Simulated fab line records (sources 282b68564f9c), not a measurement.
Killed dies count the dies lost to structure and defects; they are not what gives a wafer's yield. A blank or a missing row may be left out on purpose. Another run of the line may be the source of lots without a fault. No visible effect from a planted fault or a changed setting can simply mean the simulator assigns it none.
What tool caused it? / flow ritCmos / 14 lots with 42 wafers sampled at 2 steps, on a route of 202 steps

WHAT THE GAUGES READ, wafer by wafer
RIT_SPACER_THK_MEAS_04.
lot=L573; measured=day 3 03:32; on=filmMetro-03; SPACER_NITRIDE_THK (nm)=249.4 249.2 248.9
lot=L575; measured=day 3 08:35; on=filmMetro-02; SPACER_NITRIDE_THK (nm)=248.5 246.4 247.5
lot=L576; measured=day 3 14:53; on=filmMetro-03; SPACER_NITRIDE_THK (nm)=249.6 250.4 254.1
lot=L577; measured=day 3 18:42; on=filmMetro-02; SPACER_NITRIDE_THK (nm)=247.7 249.3 247.5
lot=L580; measured=day 4 08:17; on=filmMetro-02; SPACER_NITRIDE_THK (nm)=249.4 249.5 247.0
lot=L581; measured=day 4 14:23; on=filmMetro-03; SPACER_NITRIDE_THK (nm)=247.3 249.1 248.3
lot=L582; measured=day 4 20:45; on=filmMetro-02; SPACER_NITRIDE_THK (nm)=248.8 251.6 252.2
lot=L584; measured=day 5 04:28; on=filmMetro-02; SPACER_NITRIDE_THK (nm)=249.5 251.9 248.6
lot=L585; measured=day 5 09:44; on=filmMetro-01; SPACER_NITRIDE_THK (nm)=246.9 244.6 245.7
lot=L587; measured=day 5 21:52; on=filmMetro-03; SPACER_NITRIDE_THK (nm)=251.0 252.4 251.2
lot=L588; measured=day 6 01:52; on=filmMetro-03; SPACER_NITRIDE_THK (nm)=318.3 318.8 318.4
lot=L589; measured=day 6 05:29; on=filmMetro-02; SPACER_NITRIDE_THK (nm)=319.4 320.4 322.1
lot=L592; measured=day 6 22:13; on=filmMetro-02; SPACER_NITRIDE_THK (nm)=248.7 247.4 247.4
lot=L595; measured=day 7 11:56; on=filmMetro-01; SPACER_NITRIDE_THK (nm)=247.0 248.4 245.5

WHAT TOOL EACH LOT RAN ON (gives the tool, then ch and the chambers of the sampled wafers, and finally the start)
lot=L573; RIT_SPACER_CVD_03=lpcvd-02 ch 0, day 3 01:37
lot=L575; RIT_SPACER_CVD_03=lpcvd-02 ch 1, day 3 06:40
lot=L576; RIT_SPACER_CVD_03=lpcvd-01 ch 1, day 3 12:00
lot=L577; RIT_SPACER_CVD_03=lpcvd-01 ch 1, day 3 16:47
lot=L580; RIT_SPACER_CVD_03=lpcvd-01 ch 1, day 4 06:22
lot=L581; RIT_SPACER_CVD_03=lpcvd-02 ch 1, day 4 12:28
lot=L582; RIT_SPACER_CVD_03=lpcvd-02 ch 0, day 4 18:50
lot=L584; RIT_SPACER_CVD_03=lpcvd-02 ch 0, day 5 02:32
lot=L585; RIT_SPACER_CVD_03=lpcvd-02 ch 0, day 5 07:49
lot=L587; RIT_SPACER_CVD_03=lpcvd-01 ch 0, day 5 19:57
lot=L588; RIT_SPACER_CVD_03=lpcvd-02 ch 1, day 5 23:56
lot=L589; RIT_SPACER_CVD_03=lpcvd-02 ch 0, day 6 03:34
lot=L592; RIT_SPACER_CVD_03=lpcvd-01 ch 1, day 6 20:17
lot=L595; RIT_SPACER_CVD_03=lpcvd-01 ch 1, day 7 10:00
- RIT_SPACER_CVD_03: deposits Si3N4 from SiH2Cl2/NH3, target thk 250 nm, time 3300 s.

AS READ BY THE TOOLS THEMSELVES (means over the sampled wafers that have a number; for cases with no such wafer, the mark the record gives instead)
RIT_SPACER_CVD_03.
lot=L573; tool=lpcvd-02; spikeTcCentreC (C)=813.1
lot=L575; tool=lpcvd-02; spikeTcCentreC (C)=812.5
lot=L576; tool=lpcvd-01; spikeTcCentreC (C)=813.3
lot=L577; tool=lpcvd-01; spikeTcCentreC (C)=813.1
lot=L580; tool=lpcvd-01; spikeTcCentreC (C)=813.4
lot=L581; tool=lpcvd-02; spikeTcCentreC (C)=811.9
lot=L582; tool=lpcvd-02; spikeTcCentreC (C)=813.6
lot=L584; tool=lpcvd-02; spikeTcCentreC (C)=813.8
lot=L585; tool=lpcvd-02; spikeTcCentreC (C)=814.2
lot=L587; tool=lpcvd-01; spikeTcCentreC (C)=813.9
lot=L588; tool=lpcvd-02; spikeTcCentreC (C)=812.5
lot=L589; tool=lpcvd-02; spikeTcCentreC (C)=814.9
lot=L592; tool=lpcvd-01; spikeTcCentreC (C)=813.9
lot=L595; tool=lpcvd-01; spikeTcCentreC (C)=813.6

THE ANSWER, worked out from the rows above alone
Rule: usual is defined by the lots themselves. Put in order of their means at a reading, lots are off if they are a third of the lots or fewer, leave a main group of 4 or more, and stand apart from it by a gap of 3 or more times the standard deviation of the main group's means; of several such gaps the widest counts. The tables above print the reading to a certain number of digits; a main group whose means all agree to those digits is not used. A lot without any number at a reading at which 4 lots or more have one is off too. The other lots that the step has rows for count as sound. Order of review: gauges by route order, followed by the tools' own readings, for which a lot's mean as printed above is used. At the first step where some lot is off, the reading lying furthest off is the one used; lots without a number count as furthest.
Off: at RIT_SPACER_THK_MEAS_04 (SPACER_NITRIDE_THK), L588, L589. Mean 248.8 nm and standard deviation 1.7 in the main group.
A tool fits if, at a process step before that reading, it ran every lot that is off, and no sound lot after the first of them. Those tools and the gauges at RIT_SPACER_THK_MEAS_04 are tried in the same way. One fits: RIT_SPACER_CVD_03 on lpcvd-02. Its last sound lot is L585 (day 5 07:49), its first lot that is off L588 (day 5 23:56): a fault that began between those two fits.

WHAT THE SIMULATOR HAD PUT IN
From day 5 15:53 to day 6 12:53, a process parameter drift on lpcvd-02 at RIT_SPACER_CVD_03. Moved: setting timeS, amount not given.
Shown lots that were struck: L588, L589. The rule above reached the same finding.
